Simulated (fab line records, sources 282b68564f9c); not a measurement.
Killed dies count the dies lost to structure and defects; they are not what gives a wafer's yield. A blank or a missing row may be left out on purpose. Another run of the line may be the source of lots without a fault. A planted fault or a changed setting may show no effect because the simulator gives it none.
Which of the tools did it? || flow rit cmos || 7 lots, 21 wafers sampled, at 3 steps of a route of 202

== WHAT THE GAUGES SHOWED, per wafer ==
RIT_CONTACT_OVL_MEAS_09.
{"lot": "L559", "measured": "day 3 10:37", "on": "overlay-02", "CONTACT_OVL (nm)": "-0.4 -2.3 -1.1"}
{"lot": "L563", "measured": "day 4 06:38", "on": "overlay-01", "CONTACT_OVL (nm)": "-3.5 -2.3 -1.1"}
{"lot": "L565", "measured": "day 4 14:50", "on": "overlay-02", "CONTACT_OVL (nm)": "-1.0 -1.1 -2.1"}
{"lot": "L568", "measured": "day 5 06:11", "on": "overlay-02", "CONTACT_OVL (nm)": "-2.4 -1.8 0.5"}
{"lot": "L570", "measured": "day 5 15:14", "on": "overlay-01", "CONTACT_OVL (nm)": "-1.8 -3.5 -0.8"}
{"lot": "L573", "measured": "day 6 07:41", "on": "overlay-02", "CONTACT_OVL (nm)": "-0.1 0.6 -0.7"}
{"lot": "L577", "measured": "day 7 08:07", "on": "overlay-02", "CONTACT_OVL (nm)": "-1.9 1.0 -0.7"}

== EACH LOT AND THE TOOL THAT RAN IT (in order: tool; ch and the chambers of the sampled wafers; start) ==
{"lot": "L559", "RIT_NSD_STRIP_09": "plasma asher-03 ch 0,1, day 3 06:01", "RIT_SDANNEAL_RTA_03": "rtp anneal-01 ch 0, day 3 08:03"}
{"lot": "L563", "RIT_NSD_STRIP_09": "plasma asher-03 ch 1, day 4 02:14", "RIT_SDANNEAL_RTA_03": "rtp anneal-01 ch 0, day 4 04:16"}
{"lot": "L565", "RIT_NSD_STRIP_09": "plasma asher-01 ch 0,1, day 4 10:32", "RIT_SDANNEAL_RTA_03": "rtp anneal-01 ch 0, day 4 12:35"}
{"lot": "L568", "RIT_NSD_STRIP_09": "plasma asher-03 ch 0,1, day 5 01:46", "RIT_SDANNEAL_RTA_03": "rtp anneal-02 ch 0, day 5 03:55"}
{"lot": "L570", "RIT_NSD_STRIP_09": "plasma asher-03 ch 1, day 5 10:50", "RIT_SDANNEAL_RTA_03": "rtp anneal-02 ch 0, day 5 12:52"}
{"lot": "L573", "RIT_NSD_STRIP_09": "plasma asher-04 ch 0,1, day 6 03:22", "RIT_SDANNEAL_RTA_03": "rtp anneal-01 ch 0, day 6 05:25"}
{"lot": "L577", "RIT_NSD_STRIP_09": "plasma asher-01 ch 0,1, day 7 03:37", "RIT_SDANNEAL_RTA_03": "rtp anneal-01 ch 0, day 7 05:41"}
- RIT_NSD_STRIP_09: strips in O2, time 180 s.
- RIT_SDANNEAL_RTA_03: time 5 s.

== THE ANSWER, worked out from the rows above alone ==
Rule: the usual values come from the lots themselves. The widest of any qualifying gaps counts: lots, ordered by their means at a reading, are off when they make up no more than a third of the lots, leave a main group of 4 or more, and stand apart from it by 3 or more times the standard deviation of that group's means. The tables above print the reading to a certain number of digits; a main group whose means all agree to those digits is not used. Also off: a lot with no number at a reading for which 4 or more lots have one. Any other lot the step has rows for is counted as sound.
Nothing can be told from this: no lot is off at any reading shown.

== WHAT THE SIMULATOR HAD INSERTED ==
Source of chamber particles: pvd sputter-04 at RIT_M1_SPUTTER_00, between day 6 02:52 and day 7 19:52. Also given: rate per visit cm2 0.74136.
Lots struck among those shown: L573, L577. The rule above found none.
